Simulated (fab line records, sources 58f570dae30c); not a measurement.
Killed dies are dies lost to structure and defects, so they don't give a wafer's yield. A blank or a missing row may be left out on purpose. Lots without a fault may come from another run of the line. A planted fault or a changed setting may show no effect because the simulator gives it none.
Split-lot experiment | flow berkeley_cmos170 | 5 lots, 23 wafers read, on a route of 331 steps

THE SPLIT
At UCB170_NLDD_IMPLANT_09, the setting dose_cm2 was moved away from the recipe's 5e+13 on 6 of the 23 wafers read, by -4.9% to +2.7%. The other wafers ran this setting at the recipe's value.

FROM THE SPLIT TO THE READING: what the file shows between them, 6 steps
- UCB170_NLDD_STRIP_10: strips in O2
- UCB170_NSD_IMPLANT_08 (also split here: dose_cm2)
- UCB170_NSD_STRIP_09: strips in O2
- UCB170_NSD_CLEAN_11: cleans in SPM, time 600 s
- UCB170_SDANNEAL_RTA_01: time 5 s
- UCB170_SDANNEAL_RS_MEAS_03: measures by four-point-probe

THE READING
NLDD_RS, in ohm/sq, at UCB170_SDANNEAL_RS_MEAS_05 (measures by four-point-probe). Fault-free wafers of this fab line usually give 616.0 ohm/sq, standard deviation 1.3 ohm/sq.

wafer  | tool, chamber at the split | dose_cm2 as run | against the recipe | NLDD_RS, ohm/sq | against lot-mates on the recipe
L075.1 | implanter-01, 0            | 5e+13           | recipe             | 615.6           | -
L075.2 | implanter-01, 0            | 4.756e+13       | -4.9%              | 627.3           | +11.8
L075.3 | implanter-01, 0            | 5e+13           | recipe             | 616.4           | -
L075.5 | implanter-01, 0            | 5e+13           | recipe             | 614.6           | -
L075.6 | implanter-01, 0            | 4.756e+13       | -4.9%              | 625.4           | +9.9
L081.2 | implanter-03, 0            | 5e+13           | recipe             | 615.8           | -
L081.3 | implanter-03, 0            | 4.787e+13       | -4.3%              | 622.6           | +7.2
L081.4 | implanter-03, 0            | 5e+13           | recipe             | 615.0           | -
L081.5 | implanter-03, 0            | 4.787e+13       | -4.3%              | 623.8           | +8.4
L081.6 | implanter-03, 0            | 5e+13           | recipe             | 615.5           | -
L084.1 | implanter-02, 0            | 5e+13           | recipe             | 616.6           | -
L084.3 | implanter-02, 0            | 5e+13           | recipe             | 618.6           | -
L084.4 | implanter-02, 0            | 5e+13           | recipe             | 616.0           | -
L084.5 | implanter-02, 0            | 5e+13           | recipe             | 618.4           | -
L084.6 | implanter-02, 0            | 5e+13           | recipe             | 618.8           | -
L083.4 | implanter-01, 0            | 5e+13           | recipe             | 615.9           | -
L083.5 | implanter-01, 0            | 5e+13           | recipe             | 616.3           | -
L083.6 | implanter-01, 0            | 5e+13           | recipe             | 616.6           | -
L085.1 | implanter-03, 0            | 5e+13           | recipe             | 616.7           | -
L085.2 | implanter-03, 0            | 5e+13           | recipe             | 617.8           | -
L085.3 | implanter-03, 0            | 5.135e+13       | +2.7%              | 609.4           | -7.1
L085.5 | implanter-03, 0            | 5e+13           | recipe             | 615.0           | -
L085.6 | implanter-03, 0            | 5.135e+13       | +2.7%              | 611.5           | -5.0

THE FIT
A straight line over all 23 wafers: NLDD_RS changes by -1.91 ohm/sq for each +1% of dose_cm2; r = -0.95; the points scatter about the line by 1.3 ohm/sq.
The same after taking each lot's own level away (the mean of its wafers on the recipe; 23 wafers): -2.09 ohm/sq for each +1%; r = -0.97; scatter 1 ohm/sq.
On that fit, the largest move of dose_cm2 shifts the reading by 10 ohm/sq.
The lots' own levels span 615.43 to 617.68 ohm/sq, that is 1.7 times the standard deviation above.
So the lot-to-lot level changes the slope little: the two slopes agree.
Check: with one of the wafers moved furthest among these (-4.9%) left out of the fit, the line predicts +9.55 ohm/sq for it against its lot-mates. It came out at +11.8 ohm/sq against them.

OTHER SPLITS ON THESE WAFERS
These wafers also went through other splits before the reading. Each is held against what the fit with the lots' levels taken away leaves over:
other split on the same wafers    | wafers away from the commonest value | r with NLDD_RS (lot level and that fit taken away)
UCB170_NVT_IMPLANT_07 energy_kev  | 11                                   | +0.10
UCB170_GATE_CVD_04 pressure_mtorr | 10                                   | +0.05
UCB170_GATE_ETCH_14 bias_w        | 8                                    | -0.02
UCB170_NLDD_COAT_01 resist_thk_nm | 8                                    | -0.16
UCB170_NSD_IMPLANT_08 dose_cm2    | 9                                    | +0.35

THE FILE'S OWN FIT
NLDD_RS changes by -2.08 ohm/sq for each +1% of dose_cm2, r = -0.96.
